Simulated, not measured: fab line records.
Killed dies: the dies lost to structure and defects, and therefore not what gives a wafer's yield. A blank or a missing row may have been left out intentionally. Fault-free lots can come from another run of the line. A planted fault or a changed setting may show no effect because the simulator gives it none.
Tool commonality check :: flow berkeleyCmos170 :: Sampled: 14 lots, 42 wafers

## WHAT PROMPTED THE OPENING
UCB170_M1_RS_MEAS_01, reading M1_AL_RS: flagged on 2 of 14 lots. No-fault wafers: 0.0487 ohm/sq, standard deviation 0.00046.
Rule: a lot gets a flag if all its wafers with a number sit over 4 standard deviations from that mean, or if no wafer of it has a number. As for the other lots, they are considered sound.

lot: L555
measured: day 6 22:06
on: filmMetro-01
M1_AL_RS (ohm/sq), wafer by wafer: 0.0486 0.0486 0.0484
flag: 

lot: L554
measured: day 7 02:31
on: filmMetro-01
M1_AL_RS (ohm/sq), wafer by wafer: 0.0489 0.0483 0.0480
flag: 

lot: L556
measured: day 7 02:52
on: filmMetro-03
M1_AL_RS (ohm/sq), wafer by wafer: 0.0492 0.0495 0.0492
flag: 

lot: L558
measured: day 7 07:02
on: filmMetro-01
M1_AL_RS (ohm/sq), wafer by wafer: 0.0481 0.0482 0.0483
flag: 

lot: L559
measured: day 7 14:25
on: filmMetro-02
M1_AL_RS (ohm/sq), wafer by wafer: 0.0490 0.0486 0.0483
flag: 

lot: L560
measured: day 7 14:41
on: filmMetro-03
M1_AL_RS (ohm/sq), wafer by wafer: 0.0490 0.0488 0.0489
flag: 

lot: L562
measured: day 8 03:45
on: filmMetro-02
M1_AL_RS (ohm/sq), wafer by wafer: 0.0485 0.0478 0.0483
flag: 

lot: L561
measured: day 8 05:39
on: filmMetro-02
M1_AL_RS (ohm/sq), wafer by wafer: 0.0487 0.0496 0.0495
flag: 

lot: L564
measured: day 8 12:08
on: filmMetro-02
M1_AL_RS (ohm/sq), wafer by wafer: 0.0489 0.0483 0.0487
flag: 

lot: L566
measured: day 9 01:31
on: filmMetro-02
M1_AL_RS (ohm/sq), wafer by wafer: 0.0489 0.0495 0.0490
flag: 

lot: L565
measured: day 9 01:41
on: filmMetro-03
M1_AL_RS (ohm/sq), wafer by wafer: 0.0241 0.0241 0.0241
flag: FLAGGED

lot: L567
measured: day 9 10:47
on: filmMetro-03
M1_AL_RS (ohm/sq), wafer by wafer: 0.0486 0.0494 0.0495
flag: 

lot: L568
measured: day 9 10:56
on: filmMetro-02
M1_AL_RS (ohm/sq), wafer by wafer: 0.0242 0.0237 0.0238
flag: FLAGGED

lot: L577
measured: day 11 16:25
on: filmMetro-03
M1_AL_RS (ohm/sq), wafer by wafer: 0.0491 0.0485 0.0486
flag: 
Average over the flagged lots: 0.0240 ohm/sq; offset from the usual -0.0247 ohm/sq, equal to -54 standard deviations.

## TOOL THAT RAN EACH LOT
2 process steps preceding the reading are held in the record, out of 331 steps in the route. Each cell gives the tool, then ch followed by the chambers the sampled wafers passed through, then the start.
lot: L555
flag: 
UCB170_PSD_STRIP_09: plasmaAsher-01 ch 0,1, day 6 11:24
UCB170_M1_SPUTTER_00: pvdSputter-04, day 6 22:02

lot: L554
flag: 
UCB170_PSD_STRIP_09: plasmaAsher-01 ch 0,1, day 6 11:41
UCB170_M1_SPUTTER_00: pvdSputter-04, day 7 02:25

lot: L556
flag: 
UCB170_PSD_STRIP_09: plasmaAsher-03 ch 0,1, day 6 11:40
UCB170_M1_SPUTTER_00: pvdSputter-02, day 7 02:47

lot: L558
flag: 
UCB170_PSD_STRIP_09: plasmaAsher-01 ch 0,1, day 6 22:33
UCB170_M1_SPUTTER_00: pvdSputter-01, day 7 06:59

lot: L559
flag: 
UCB170_PSD_STRIP_09: plasmaAsher-01 ch 0,1, day 7 04:12
UCB170_M1_SPUTTER_00: pvdSputter-02, day 7 14:20

lot: L560
flag: 
UCB170_PSD_STRIP_09: plasmaAsher-04 ch 0,1, day 7 04:05
UCB170_M1_SPUTTER_00: pvdSputter-01, day 7 14:37

lot: L562
flag: 
UCB170_PSD_STRIP_09: plasmaAsher-03 ch 0,1, day 7 18:43
UCB170_M1_SPUTTER_00: pvdSputter-04, day 8 03:38

lot: L561
flag: 
UCB170_PSD_STRIP_09: plasmaAsher-04 ch 0,1, day 7 19:11
UCB170_M1_SPUTTER_00: pvdSputter-01, day 8 05:33

lot: L564
flag: 
UCB170_PSD_STRIP_09: plasmaAsher-03 ch 0,1, day 8 03:41
UCB170_M1_SPUTTER_00: pvdSputter-04, day 8 12:04

lot: L566
flag: 
UCB170_PSD_STRIP_09: plasmaAsher-01 ch 0,1, day 8 12:06
UCB170_M1_SPUTTER_00: pvdSputter-04, day 9 01:24

lot: L565
flag: FLAGGED
UCB170_PSD_STRIP_09: plasmaAsher-03 ch 0,1, day 8 12:22
UCB170_M1_SPUTTER_00: pvdSputter-02, day 9 01:24

lot: L567
flag: 
UCB170_PSD_STRIP_09: plasmaAsher-04 ch 0,1, day 9 01:29
UCB170_M1_SPUTTER_00: pvdSputter-01, day 9 10:41

lot: L568
flag: FLAGGED
UCB170_PSD_STRIP_09: plasmaAsher-01 ch 0,1, day 9 01:20
UCB170_M1_SPUTTER_00: pvdSputter-01, day 9 10:38

lot: L577
flag: 
UCB170_PSD_STRIP_09: plasmaAsher-01 ch 0,1, day 11 07:59
UCB170_M1_SPUTTER_00: pvdSputter-04, day 11 16:20
What is done by these steps:
- UCB170_PSD_STRIP_09: strips in O2.
- UCB170_M1_SPUTTER_00: material Al, target thk 600 nm, time 80 s.
- UCB170_M1_RS_MEAS_01: measures by four-point-probe.

## FLAGGED AGAINST TOTAL, ONE TOOL AT A TIME (gauges that did the reading follow at the end)
step: UCB170_PSD_STRIP_09
tool: plasmaAsher-01
lots run: 7
flagged: 1
share of the flagged lots: some
sound lots run after its first flagged lot: 1 (L577)

step: UCB170_PSD_STRIP_09
tool: plasmaAsher-03
lots run: 4
flagged: 1
share of the flagged lots: some
sound lots run after its first flagged lot: 0

step: UCB170_PSD_STRIP_09
tool: plasmaAsher-04
lots run: 3
flagged: 0
share of the flagged lots: none
sound lots run after its first flagged lot: -

step: UCB170_M1_SPUTTER_00
tool: pvdSputter-01
lots run: 5
flagged: 1
share of the flagged lots: some
sound lots run after its first flagged lot: 1 (L567)

step: UCB170_M1_SPUTTER_00
tool: pvdSputter-02
lots run: 3
flagged: 1
share of the flagged lots: some
sound lots run after its first flagged lot: 0

step: UCB170_M1_SPUTTER_00
tool: pvdSputter-04
lots run: 6
flagged: 0
share of the flagged lots: none
sound lots run after its first flagged lot: -

step: UCB170_M1_RS_MEAS_01
tool: filmMetro-01
lots run: 3
flagged: 0
share of the flagged lots: none
sound lots run after its first flagged lot: -

step: UCB170_M1_RS_MEAS_01
tool: filmMetro-02
lots run: 6
flagged: 1
share of the flagged lots: some
sound lots run after its first flagged lot: 0

step: UCB170_M1_RS_MEAS_01
tool: filmMetro-03
lots run: 5
flagged: 1
share of the flagged lots: some
sound lots run after its first flagged lot: 2 (L567,L577)

## WHAT IS ALLOWED BY THE TABLE
No row of the table ran every flagged lot.

## WHAT HAD BEEN PUT IN BY THE SIMULATOR
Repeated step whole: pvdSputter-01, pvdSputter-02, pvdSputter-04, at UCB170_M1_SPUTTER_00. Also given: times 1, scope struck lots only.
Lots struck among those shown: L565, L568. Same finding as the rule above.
